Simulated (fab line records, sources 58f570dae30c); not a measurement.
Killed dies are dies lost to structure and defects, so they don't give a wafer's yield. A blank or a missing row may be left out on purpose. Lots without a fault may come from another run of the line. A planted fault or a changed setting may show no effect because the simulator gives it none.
Tool commonality check | flow berkeley_cmos170 | 14 lots, 42 wafers sampled

WHY IT WAS OPENED
At UCB170_SDANNEAL_RS_MEAS_05 the reading NLDD_RS is flagged on 2 of 14 lots. Wafers without a fault read 616.6 ohm/sq, standard deviation 1.2.
Rule: a lot is flagged when every wafer of it that has a number lies more than 4 standard deviations from that mean, or none has a number. The other lots count as sound.

lot  | measured     | on            | NLDD_RS (ohm/sq), wafer by wafer | flag
L178 | day 7 21:41  | film_metro-01 | 615.1 616.6 616.1                |
L181 | day 8 07:22  | film_metro-01 | 616.5 616.9 616.8                |
L179 | day 8 07:47  | film_metro-04 | 617.3 615.8 617.4                |
L180 | day 8 07:58  | film_metro-02 | 616.0 615.3 614.8                |
L182 | day 8 08:09  | film_metro-01 | 616.2 615.5 617.8                |
L186 | day 9 07:28  | film_metro-01 | 616.8 617.1 616.0                |
L184 | day 9 07:57  | film_metro-01 | 617.2 618.3 617.7                |
L185 | day 9 08:19  | film_metro-04 | 617.7 617.4 617.6                |
L187 | day 9 23:50  | film_metro-01 | 616.6 617.8 617.3                |
L188 | day 10 17:28 | film_metro-02 | 615.4 617.4 615.1                |
L191 | day 10 17:47 | film_metro-01 | 614.2 615.6 616.2                |
L200 | day 12 10:46 | film_metro-02 | 577.4 577.0 577.7                | FLAGGED
L196 | day 12 10:50 | film_metro-04 | 576.3 576.0 576.3                | FLAGGED
L201 | day 12 20:22 | film_metro-02 | 616.1 616.4 615.7                |
The numbers of the flagged lots are 576.8 ohm/sq on average: -39.8 ohm/sq against the usual, or -33 standard deviations.

WHICH TOOL RAN EACH LOT
The record holds 1 process step before the reading, out of a route of 331 steps. In each cell: the tool, then ch and the chambers that the sampled wafers went through, then the start.
lot  | flag    | UCB170_NLDD_IMPLANT_08
L178 |         | implanter-03 ch 0, day 7 09:15
L181 |         | implanter-02 ch 0, day 7 17:40
L179 |         | implanter-02 ch 0, day 7 18:14
L180 |         | implanter-02 ch 0, day 7 17:55
L182 |         | implanter-04 ch 0, day 8 00:04
L186 |         | implanter-03 ch 0, day 8 19:46
L184 |         | implanter-02 ch 0, day 8 20:02
L185 |         | implanter-04 ch 0, day 8 20:02
L187 |         | implanter-03 ch 0, day 9 08:37
L188 |         | implanter-03 ch 0, day 10 01:59
L191 |         | implanter-04 ch 0, day 10 02:43
L200 | FLAGGED | implanter-04 ch 0, day 11 19:56
L196 | FLAGGED | implanter-04 ch 0, day 11 20:22
L201 |         | implanter-02 ch 0, day 12 09:21
What these steps do:
- UCB170_NLDD_IMPLANT_08
- UCB170_SDANNEAL_RS_MEAS_05: measures by four-point-probe.

FLAGGED OVER TOTAL, TOOL BY TOOL (the gauges that took the reading come last)
step                       | tool          | lots run | flagged | share of the flagged lots | sound lots run after its first flagged lot
UCB170_NLDD_IMPLANT_08     | implanter-02  | 5        | 0       | none                      | -
UCB170_NLDD_IMPLANT_08     | implanter-03  | 4        | 0       | none                      | -
UCB170_NLDD_IMPLANT_08     | implanter-04  | 5        | 2       | all                       | 0
UCB170_SDANNEAL_RS_MEAS_05 | film_metro-01 | 7        | 0       | none                      | -
UCB170_SDANNEAL_RS_MEAS_05 | film_metro-02 | 4        | 1       | some                      | 1 (L201)
UCB170_SDANNEAL_RS_MEAS_05 | film_metro-04 | 3        | 1       | some                      | 0

WHAT THE TABLE ALLOWS
1 row of the table ran every flagged lot: implanter-04 at UCB170_NLDD_IMPLANT_08.
- implanter-04 at UCB170_NLDD_IMPLANT_08: 2 of its 5 lots flagged. Its last sound lot is L191 (day 10 02:43), its first flagged lot L200 (day 11 19:56): a fault that began between those two fits. Its own readings lie more than 4 standard deviations out on every wafer of the flagged lots: dose_ions_cm2, faraday_current_uA.
One tool is left: implanter-04 at UCB170_NLDD_IMPLANT_08.

WHAT THE SIMULATOR HAD PUT IN
Process parameter drift: implanter-04, from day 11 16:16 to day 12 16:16, at UCB170_NLDD_IMPLANT_08. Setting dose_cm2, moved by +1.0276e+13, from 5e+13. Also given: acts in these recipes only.
Lots struck among those shown: L200, L196. The rule above found the same.
